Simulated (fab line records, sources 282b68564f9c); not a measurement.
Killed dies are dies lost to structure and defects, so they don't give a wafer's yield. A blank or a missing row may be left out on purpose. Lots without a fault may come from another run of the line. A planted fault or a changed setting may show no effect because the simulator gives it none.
A struck lot beside a sound one | flow rit_cmos | 17 steps out of a route of 202
Sound: wafers L790.3, L790.4, L790.6. Struck: wafers L794.1, L794.3, L794.4. The cause comes at the end.
At each step with rows: each side's tool, then ch and its chambers, then its first start. Under that, the readings that differ: sound wafers | struck wafers | difference of the means | sigmas: that difference in standard deviations of wafers without a fault.
alike: readings whose means differ by less than 2 such deviations, and words and numbers that are the same on both sides. not compared: withheld readings, readings that some wafer has no value for, bounds like >300 that may hide the same value, and numbers for which the record gives no deviation and whose values overlap.
The two part at a step that has a row with sigmas, a row that says differs or no value, or rows on one side only. Numbers that don't overlap but have no deviation are shown without sigmas and don't part them. A reading that every wafer of one side lacks parts them only if that side has two wafers or more.

RIT_PWELL_TW_MEAS_10:
  sound on film_metro-01, day 2 23:39; struck on film_metro-01, day 3 21:25
  alike: PWELL_TW
then, 1 step without rows for these wafers: RIT_WELLDRIVE_ANNEAL_00 (time 14700 s).
RIT_WELLDRIVE_RS_MEAS_01: measures by four-point-probe.
  sound on film_metro-03, day 3 05:35; struck on film_metro-01, day 4 02:33
  alike: NWELL_RS
RIT_WELLDRIVE_RS_MEAS_02: measures by four-point-probe.
  sound on film_metro-03, day 3 05:43; struck on film_metro-01, day 4 02:40
  reading           | sound             | struck            | difference | sigmas
  PWELL_RS (ohm/sq) | 433.0 432.0 431.9 | 429.6 428.2 428.6 | -3.5       | -3
then, 6 steps without rows for these wafers: RIT_NRETRO_HMDS_00 (prime time 60 s); RIT_NRETRO_COAT_01 (resist thk 1300 nm); RIT_NRETRO_SOFTBAKE_02 (time 60 s); RIT_NRETRO_EXPOSE_03 (exposes mask M4, target cd 43900 nm); RIT_NRETRO_PEB_04; RIT_NRETRO_DEVELOP_05 (develop time 68 s).
RIT_NRETRO_OVL_MEAS_06:
  sound on overlay-02, day 3 06:48; struck on overlay-02, day 4 03:47
  reading         | sound          | struck      | difference | sigmas
  NRETRO_OVL (nm) | -1.5 -3.1 -3.2 | 1.8 1.8 0.7 | +4.0       | +2
then, 1 step without rows for these wafers: RIT_NRETRO_HARDBAKE_07 (time 120 s).
RIT_NRETRO_IMPLANT_08:
  sound on implanter-02 ch 0, day 3 07:08; struck on implanter-02 ch 0, day 4 04:05
  reading                   | sound                | struck               | difference | sigmas
  beam_energy_keV           | 70.006 70.006 69.990 | 94.533 94.487 94.528 | +24.515    | +99 or more
  model.implant.rp_nm (nm)  | 85.97 85.97 85.97    | 115.4 115.4 115.4    | +29.4      |
  model.implant.drp_nm (nm) | 33.94 33.94 33.94    | 43.45 43.45 43.45    | +9.51      |
  alike: end_station_pressure_torr
RIT_NRETRO_STRIP_09: strips in O2, time 180 s.
  sound on plasma_asher-01 ch 0,1, day 3 07:17; struck on plasma_asher-02 ch 0,1, day 4 04:14
  alike: drypump_motor_current_A
  not compared: rf_hours_counter_h
RIT_NRETRO_TW_MEAS_10:
  sound on film_metro-02, day 3 07:25; struck on film_metro-02, day 4 04:24
  reading   | sound          | struck         | difference | sigmas
  NRETRO_TW | 1045 1041 1047 | 1117 1114 1119 | +72        | +9
then, 1 step without rows for these wafers: RIT_PRETRO_HMDS_00 (prime time 60 s).
RIT_M1_PROBE_99:
  sound on prober-01, day 4 10:59; struck on prober-01, day 5 06:53
  reading                             | sound             | struck            | difference | sigmas
  killed_at_M0_to_M3                  | 0 0 0             | 0 2 0             | +1         | +4
  model.etest.pmos_0p3.r_on_ohm_um    | 6365 6260 6237    | 5893 5952 5830    | -396       |
  model.etest.pmos_turned.drive_ua_um | 197.3 204.7 206.1 | 208.5 206.5 211.6 | +6.2       |
  model.etest.pmos_narrow.drive_ua_um | 101.6 104.6 102.4 | 117.9 113.1 118.4 | +13.6      |
  model.etest.pmos_0p3.drive_ua_um    | 100.1 101.6 100.4 | 114.5 110.3 112.9 | +11.9      |
  alike: killed_at_contacts, killed_at_front_end, killed_dies, killed_open, killed_short
  not compared: model.etest.pmos_turned.r_on_ohm_um, model.etest.pmos_0p15.r_on_ohm_um, model.etest.pmos_0p15.drive_ua_um, model.etest.well_edge_right.line_ohm_um

WHERE THEY PART
First at RIT_WELLDRIVE_RS_MEAS_02; last, within this record, at RIT_M1_PROBE_99.

WHY: what the simulator had put in
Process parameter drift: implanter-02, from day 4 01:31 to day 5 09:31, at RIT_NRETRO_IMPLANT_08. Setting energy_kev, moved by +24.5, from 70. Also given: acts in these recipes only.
